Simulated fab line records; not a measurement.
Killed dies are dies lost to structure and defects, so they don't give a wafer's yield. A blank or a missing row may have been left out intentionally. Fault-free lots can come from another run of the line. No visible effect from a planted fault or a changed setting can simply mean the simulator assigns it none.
fab line records | flow rit-cmos
[record] lots = 15 | wafers = 45 | last-day = 8
route steps=202 shown GATE@81 M1@202
lots with no fault: from the same line, run without faults
start-h: start of the lot's first displayed wafer, in hours after the record's first day | wait-h: time in hours since the lot's previous step | " identical to the entry in the row above | L1.1+2: a single row standing in for several wafers | - no value, or no start was given | * or withheld: withheld | < > ~ a bound
route shown NAME@n: NAME is a module with steps in the file, n the number in the route of the first one | usual: mean/standard deviation of fault-free wafers | same: alike in all rows | chamber/n: place in a boat | sites: readings site by site | _std_site: standard deviation of those values | _edge_site: inner sites' mean taken away from outer sites' mean | radius-mm: for every site, how far away it sits from the centre of the wafer | mask NAME#n: copy n | behind: the tool/chamber that last shaped the wafer | hold: why the lot went on hold/how many hours it stayed there/how the hold came to an end | device: which transistor (n, p or np) failed to switch | end of line: the route-end tests of the same wafers | where a step has no rows: the recipe by itself | killed: not the wafer's yield, but the dies lost to structure and defects at the first sort | map: the dies of a wafer, with x for killed, . for not killed, _ for no die there
set.NAME: the setting that was run; set.NAME@STEP: the one run at that earlier step | model.NAME: the simulator's own value behind a step, which no gauge read
one table for each step of the route and one row for each wafer, over a sample of lots
services: the hour from which a tool's chamber was out of use, counted from the record's first day as start-h (under 0 if before that day), plus the number of hours and why
[[steps]]
[step RIT_GATE_OXIDATION_05]
[recipe] temp-c = 900 | ambient = O2 | target-thk-a = 30 | ox-time-s = 270
[usual] spike-tc-source-C = 920.7/2.4
lot.wafer | tool       | chamber | start-h | wait-h | spike-tc-source-C
L717.1    | furnace-04 | 0       | 42.05   | 1.1    | 920.1
L717.2    | "          | 0       | "       | "      | 917.9
L717.6    | "          | 0       | "       | "      | 920.3
L718.2    | furnace-04 | 0       | 43.60   | 0.0    | 918.1
L718.4    | "          | 0       | "       | "      | 919.4
L718.6    | "          | 0       | "       | "      | 918.6
L720.2    | furnace-04 | 0       | 49.58   | 0.0    | 918.4
L720.5    | "          | 0       | "       | "      | 917.7
L720.6    | "          | 0       | "       | "      | 919.6
L721.1    | furnace-01 | 0       | 62.05   | 1.0    | 925.3
L721.2    | "          | 0       | "       | "      | 925.1
L721.6    | "          | 0       | "       | "      | 925.0
L722.2    | furnace-04 | 0       | 63.82   | 0.5    | 918.6
L722.3    | "          | 0       | "       | "      | 918.1
L722.6    | "          | 0       | "       | "      | 919.3
L723.2    | furnace-04 | 0       | 63.82   | 0.2    | 919.6
L723.4    | "          | 0       | "       | "      | 919.6
L723.5    | "          | 0       | "       | "      | 919.0
L729.3    | furnace-03 | 0       | 93.78   | 0.0    | 919.8
L729.4    | "          | 0       | "       | "      | 919.1
L729.5    | "          | 0       | "       | "      | 920.6
L731.1    | furnace-03 | 0       | 104.94  | 0.3    | 918.8
L731.2    | "          | 0       | "       | "      | 918.7
L731.6    | "          | 0       | "       | "      | 922.7
L732.1    | furnace-03 | 0       | 109.08  | 0.1    | 922.2
L732.2    | "          | 0       | "       | "      | 920.3
L732.3    | "          | 0       | "       | "      | 921.5
L733.2    | furnace-03 | 0       | 114.64  | 1.0    | 920.6
L733.3    | "          | 0       | "       | "      | 921.0
L733.5    | "          | 0       | "       | "      | 919.3
L735.1    | furnace-03 | 0       | 125.30  | 1.8    | 919.3
L735.4    | "          | 0       | "       | "      | 921.7
L735.6    | "          | 0       | "       | "      | 920.6
L736.1    | furnace-01 | 0       | 136.33  | 4.7    | 926.3
L736.5    | "          | 0       | "       | "      | 924.8
L736.6    | "          | 0       | "       | "      | 924.5
L737.1    | furnace-03 | 0       | 140.06  | 2.8    | 922.6
L737.3    | "          | 0       | "       | "      | 920.1
L737.4    | "          | 0       | "       | "      | 920.9
L738.1    | furnace-03 | 0       | 147.53  | 1.0    | 921.7
L738.5    | "          | 0       | "       | "      | 920.9
L738.6    | "          | 0       | "       | "      | 920.3
L739.4    | furnace-01 | 0       | 153.65  | 2.2    | 926.2
L739.5    | "          | 0       | "       | "      | 925.4
L739.6    | "          | 0       | "       | "      | 926.3
[step RIT_GATE_THK_MEAS_07]
[recipe] reads = SiO2_of_GATE_OXIDATION_05
[usual] GATE_OXIDE_THK = 3.02/0.059
lot.wafer | tool          | chamber | start-h | wait-h | GATE_OXIDE_THK[nm]
L717.1    | film-metro-02 | -       | 43.38   | 0.0    | 3.15
L717.2    | "             | -       | "       | "      | 3.15
L717.6    | "             | -       | "       | "      | 3.08
L718.2    | film-metro-04 | -       | 45.47   | 0.0    | 3.05
L718.4    | "             | -       | "       | "      | 3.05
L718.6    | "             | -       | "       | "      | 2.98
L720.2    | film-metro-01 | -       | 51.38   | 0.0    | 3.20
L720.5    | "             | -       | "       | "      | 3.28
L720.6    | "             | -       | "       | "      | 3.31
L721.1    | film-metro-04 | -       | 63.82   | 0.0    | 2.95
L721.2    | "             | -       | "       | "      | 3.02
L721.6    | "             | -       | "       | "      | 2.96
L722.2    | film-metro-02 | -       | 65.15   | 0.0    | 3.43
L722.3    | "             | -       | "       | "      | 3.43
L722.6    | "             | -       | "       | "      | 3.46
L723.2    | film-metro-04 | -       | 65.15   | 0.0    | 3.38
L723.4    | "             | -       | "       | "      | 3.42
L723.5    | "             | -       | "       | "      | 3.37
L729.3    | film-metro-04 | -       | 95.16   | 0.0    | 3.04
L729.4    | "             | -       | "       | "      | 2.96
L729.5    | "             | -       | "       | "      | 3.00
L731.1    | film-metro-02 | -       | 106.27  | 0.0    | 2.98
L731.2    | "             | -       | "       | "      | 3.01
L731.6    | "             | -       | "       | "      | 2.99
L732.1    | film-metro-04 | -       | 113.17  | 0.0    | 3.06
L732.2    | "             | -       | "       | "      | 3.04
L732.3    | "             | -       | "       | "      | 3.03
L733.2    | film-metro-04 | -       | 116.68  | 0.0    | 2.92
L733.3    | "             | -       | "       | "      | 3.00
L733.5    | "             | -       | "       | "      | 2.99
L735.1    | film-metro-02 | -       | 130.54  | 0.0    | 3.06
L735.4    | "             | -       | "       | "      | 3.08
L735.6    | "             | -       | "       | "      | 3.03
L736.1    | film-metro-02 | -       | 140.46  | 0.0    | 3.02
L736.5    | "             | -       | "       | "      | 2.99
L736.6    | "             | -       | "       | "      | 3.01
L737.1    | film-metro-02 | -       | 142.74  | 0.0    | 2.95
L737.3    | "             | -       | "       | "      | 2.91
L737.4    | "             | -       | "       | "      | 2.97
L738.1    | film-metro-04 | -       | 151.02  | 0.0    | 2.97
L738.5    | "             | -       | "       | "      | 3.03
L738.6    | "             | -       | "       | "      | 2.95
L739.4    | film-metro-02 | -       | 155.28  | 0.0    | 3.11
L739.5    | "             | -       | "       | "      | 3.05
L739.6    | "             | -       | "       | "      | 3.02
[step RIT_M1_PROBE_99]
[usual] killed_at_M0_to_M3 = 0.0/0.12 | killed-at-contacts = 0.0/0.2 | killed-at-front-end = 7/3 | killed-dies = 7/3 | killed-open = 3.4/1.8 | killed-short = 3.8/2.1
[same] gross-dies = 264 | killed_at_M4_up = 0 | killed-at-back-side = 0 | killed-at-other = 0
lot.wafer | tool      | chamber | start-h | wait-h | killed_at_M0_to_M3 | killed-at-contacts | killed-at-front-end | killed-dies | killed-open | killed-short
L721.1    | prober-01 | -       | 92.13   | 0.1    | 0                  | 0                  | 6                   | 6           | 5           | 1
L721.2    | prober-01 | -       | 92.18   | 0.1    | 0                  | 0                  | 7                   | 7           | 3           | 4
L721.6    | prober-01 | -       | 92.38   | 0.2    | 0                  | 0                  | 4                   | 4           | 3           | 1
L736.1    | prober-01 | -       | 163.73  | 0.1    | 0                  | 0                  | 11                  | 11          | 5           | 6
L736.5    | prober-01 | -       | 163.93  | 0.2    | 0                  | 0                  | 5                   | 5           | 0           | 5
L736.6    | prober-01 | -       | 163.98  | 0.2    | 0                  | 0                  | 7                   | 7           | 1           | 6
// killed by level:class
L721.1 GATE:geometric-particle:open=5 SPACER:geometric-particle:short=1
L721.2 GATE:geometric-particle:short=3 SILICIDE:geometric-particle:open=2 FOX1:geometric-particle:short=1 REOX:geometric-particle:open=1
L721.6 SPACER:geometric-particle:open=2 FOX1:geometric-particle:short=1 GATE:geometric-particle:open=1
L736.1 FOX1:geometric-particle:short=2 GATE:geometric-particle:short=2 SPACER:geometric-particle:open=2 SILICIDE:geometric-particle:open=2 REOX:geometric-particle:open=1 SPACER:geometric-particle:short=1 SILICIDE:geometric-particle:short=1
L736.5 GATE:geometric-particle:short=4 FOX2:geometric-particle:short=1
L736.6 FOX1:geometric-particle:short=2 GATE:geometric-particle:short=2 FOX2:geometric-particle:open=1 FOX2:geometric-particle:short=1 REOX:geometric-particle:short=1
[[services]]
tool       | chamber | start-h | hours | kind
furnace-03 | -       | 19.74   | 6.5   | pm
furnace-01 | -       | 63.13   | 2.2   | pm
furnace-03 | -       | 133.39  | 4.1   | pm
[[key]]
[first-sign] step = RIT_GATE_THK_MEAS_07 | reading = GATE_OXIDE_THK | direction = up | sigmas = 5.8 | usual = 3.02 | struck = 3.36
effect none on later readings
met-at RIT_GATE_OXIDATION_05
struck-lots L720,L722,L723
tester-left-out L720,L722,L723
onset-between 43.60 49.58
[fault] kind = process-parameter-drift | tool = furnace-04 | chamber = - | onset-h = 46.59 | steps = RIT_GATE_OXIDATION_05 | channel = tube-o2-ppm | offset = 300 | shape = step | end-h = 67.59
// tester-left-out: of these lots the tester's yield and bins aren't shown, on N5 and GAA mostly nor the transistor test; their killed dies are dies lost to structure and defects alone, not to doping, threshold or leakage, so they don't give the yield
